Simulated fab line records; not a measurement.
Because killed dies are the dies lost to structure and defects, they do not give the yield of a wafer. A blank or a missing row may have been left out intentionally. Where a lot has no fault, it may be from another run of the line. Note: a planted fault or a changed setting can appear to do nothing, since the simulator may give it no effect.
Split-lot trial || flow rit cmos || 5 lots, 23 wafers read, on a route of 202 steps

## THE SPLIT ITSELF
At RIT_PSD_IMPLANT_08, the setting dose cm2 was moved away from the recipe's 5e+15 on 7 of the 23 wafers read, by -5.2% to -4.5%. All remaining wafers had this setting at the recipe value.

## FROM THE SPLIT TO THE READING: what the file shows between them, 5 steps
- RIT_PSD_STRIP_09: strips in O2, time 180 s
- RIT_SDANNEAL_CLEAN_00: cleans in SC1, time 600 s
- RIT_SDANNEAL_CLEAN_01: cleans in dHF, time 30 s
- RIT_SDANNEAL_CLEAN_02: cleans in SC2, time 600 s
- RIT_SDANNEAL_RTA_03: time 5 s

## THE READING
PSD_RS in ohm/sq, measured at RIT_SDANNEAL_RS_MEAS_04 by four-point-probe. Typical for fault-free wafers on this fab line: 116.05 ohm/sq, with standard deviation 0.24 ohm/sq.

{"wafer": "L078.1", "tool, chamber at the split": "implanter-02, 0", "dose cm2 as run": 5e+15, "against the recipe": "recipe", "PSD_RS, ohm/sq": 116.51, "against lot-mates on the recipe": "-"}
{"wafer": "L078.2", "tool, chamber at the split": "implanter-02, 0", "dose cm2 as run": 5e+15, "against the recipe": "recipe", "PSD_RS, ohm/sq": 116.41, "against lot-mates on the recipe": "-"}
{"wafer": "L078.5", "tool, chamber at the split": "implanter-02, 0", "dose cm2 as run": 5e+15, "against the recipe": "recipe", "PSD_RS, ohm/sq": 116.30, "against lot-mates on the recipe": "-"}
{"wafer": "L079.1", "tool, chamber at the split": "implanter-02, 0", "dose cm2 as run": 5e+15, "against the recipe": "recipe", "PSD_RS, ohm/sq": 116.28, "against lot-mates on the recipe": "-"}
{"wafer": "L079.2", "tool, chamber at the split": "implanter-02, 0", "dose cm2 as run": 5e+15, "against the recipe": "recipe", "PSD_RS, ohm/sq": 116.20, "against lot-mates on the recipe": "-"}
{"wafer": "L079.3", "tool, chamber at the split": "implanter-02, 0", "dose cm2 as run": 5e+15, "against the recipe": "recipe", "PSD_RS, ohm/sq": 116.14, "against lot-mates on the recipe": "-"}
{"wafer": "L079.5", "tool, chamber at the split": "implanter-02, 0", "dose cm2 as run": 4.74e+15, "against the recipe": "-5.2%", "PSD_RS, ohm/sq": 117.10, "against lot-mates on the recipe": "+0.89"}
{"wafer": "L079.6", "tool, chamber at the split": "implanter-02, 0", "dose cm2 as run": 4.74e+15, "against the recipe": "-5.2%", "PSD_RS, ohm/sq": 116.79, "against lot-mates on the recipe": "+0.58"}
{"wafer": "L080.1", "tool, chamber at the split": "implanter-02, 0", "dose cm2 as run": 5e+15, "against the recipe": "recipe", "PSD_RS, ohm/sq": 115.85, "against lot-mates on the recipe": "-"}
{"wafer": "L080.2", "tool, chamber at the split": "implanter-02, 0", "dose cm2 as run": 5e+15, "against the recipe": "recipe", "PSD_RS, ohm/sq": 116.34, "against lot-mates on the recipe": "-"}
{"wafer": "L080.3", "tool, chamber at the split": "implanter-02, 0", "dose cm2 as run": 4.777e+15, "against the recipe": "-4.5%", "PSD_RS, ohm/sq": 116.33, "against lot-mates on the recipe": "+0.25"}
{"wafer": "L080.4", "tool, chamber at the split": "implanter-02, 0", "dose cm2 as run": 4.777e+15, "against the recipe": "-4.5%", "PSD_RS, ohm/sq": 116.63, "against lot-mates on the recipe": "+0.55"}
{"wafer": "L080.5", "tool, chamber at the split": "implanter-02, 0", "dose cm2 as run": 5e+15, "against the recipe": "recipe", "PSD_RS, ohm/sq": 116.06, "against lot-mates on the recipe": "-"}
{"wafer": "L084.1", "tool, chamber at the split": "implanter-03, 0", "dose cm2 as run": 5e+15, "against the recipe": "recipe", "PSD_RS, ohm/sq": 116.01, "against lot-mates on the recipe": "-"}
{"wafer": "L084.2", "tool, chamber at the split": "implanter-03, 0", "dose cm2 as run": 5e+15, "against the recipe": "recipe", "PSD_RS, ohm/sq": 116.02, "against lot-mates on the recipe": "-"}
{"wafer": "L084.3", "tool, chamber at the split": "implanter-03, 0", "dose cm2 as run": 4.746e+15, "against the recipe": "-5.1%", "PSD_RS, ohm/sq": 117.03, "against lot-mates on the recipe": "+1.02"}
{"wafer": "L084.5", "tool, chamber at the split": "implanter-03, 0", "dose cm2 as run": 4.746e+15, "against the recipe": "-5.1%", "PSD_RS, ohm/sq": 116.53, "against lot-mates on the recipe": "+0.52"}
{"wafer": "L084.6", "tool, chamber at the split": "implanter-03, 0", "dose cm2 as run": 4.746e+15, "against the recipe": "-5.1%", "PSD_RS, ohm/sq": 116.80, "against lot-mates on the recipe": "+0.78"}
{"wafer": "L085.2", "tool, chamber at the split": "implanter-02, 0", "dose cm2 as run": 5e+15, "against the recipe": "recipe", "PSD_RS, ohm/sq": 115.88, "against lot-mates on the recipe": "-"}
{"wafer": "L085.3", "tool, chamber at the split": "implanter-02, 0", "dose cm2 as run": 5e+15, "against the recipe": "recipe", "PSD_RS, ohm/sq": 115.99, "against lot-mates on the recipe": "-"}
{"wafer": "L085.4", "tool, chamber at the split": "implanter-02, 0", "dose cm2 as run": 5e+15, "against the recipe": "recipe", "PSD_RS, ohm/sq": 116.12, "against lot-mates on the recipe": "-"}
{"wafer": "L085.5", "tool, chamber at the split": "implanter-02, 0", "dose cm2 as run": 5e+15, "against the recipe": "recipe", "PSD_RS, ohm/sq": 116.00, "against lot-mates on the recipe": "-"}
{"wafer": "L085.6", "tool, chamber at the split": "implanter-02, 0", "dose cm2 as run": 5e+15, "against the recipe": "recipe", "PSD_RS, ohm/sq": 115.98, "against lot-mates on the recipe": "-"}

THE FIT
A straight line over all 23 wafers: PSD_RS changes by -0.127 ohm/sq for each +1% of dose cm2; r = -0.82; the points scatter about the line by 0.21 ohm/sq.
The same after taking each lot's own level away (the mean of its wafers on the recipe; 23 wafers): -0.135 ohm/sq for each +1%; r = -0.90; scatter 0.16 ohm/sq.
Per that fit: largest dose cm2 move, reading shift of 0.7 ohm/sq.
Across the lots, their own levels run from 115.994 to 116.407 ohm/sq, a range of 1.7 times the standard deviation given above.
Consequently the slope shifts little with the lot-to-lot level, the two slopes agreeing.
Check: +0.661 ohm/sq against its lot-mates is what the line predicts for one of the wafers moved furthest among these (-5.2%) when that wafer is left out of the fit. It came out at +0.893 ohm/sq against them.

## ADDITIONAL SPLITS CARRIED BY THESE WAFERS
Other splits were also applied to these wafers ahead of the reading. Each is held against what the fit with the lots' levels taken away leaves over:
{"other split on the same wafers": "RIT_GATE_EXPOSE_13 dose mj", "wafers away from the commonest value": 5, "r with PSD_RS (lot level and that fit taken away)": -0.25}
{"other split on the same wafers": "RIT_NLDD_SOFTBAKE_02 temp c", "wafers away from the commonest value": 11, "r with PSD_RS (lot level and that fit taken away)": "+0.29"}
{"other split on the same wafers": "RIT_NLDD_IMPLANT_08 energy kev", "wafers away from the commonest value": 12, "r with PSD_RS (lot level and that fit taken away)": "+0.16"}
{"other split on the same wafers": "RIT_PLDD_SOFTBAKE_02 temp c", "wafers away from the commonest value": 8, "r with PSD_RS (lot level and that fit taken away)": "+0.06"}
{"other split on the same wafers": "RIT_SPACER_CVD_03 nh3 flow sccm", "wafers away from the commonest value": 10, "r with PSD_RS (lot level and that fit taken away)": -0.21}
{"other split on the same wafers": "RIT_NSD_IMPLANT_08 energy kev", "wafers away from the commonest value": 7, "r with PSD_RS (lot level and that fit taken away)": -0.18}

## THE FILE'S OWN FIT
PSD_RS changes by -0.132 ohm/sq for each +1% of dose cm2, r = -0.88.
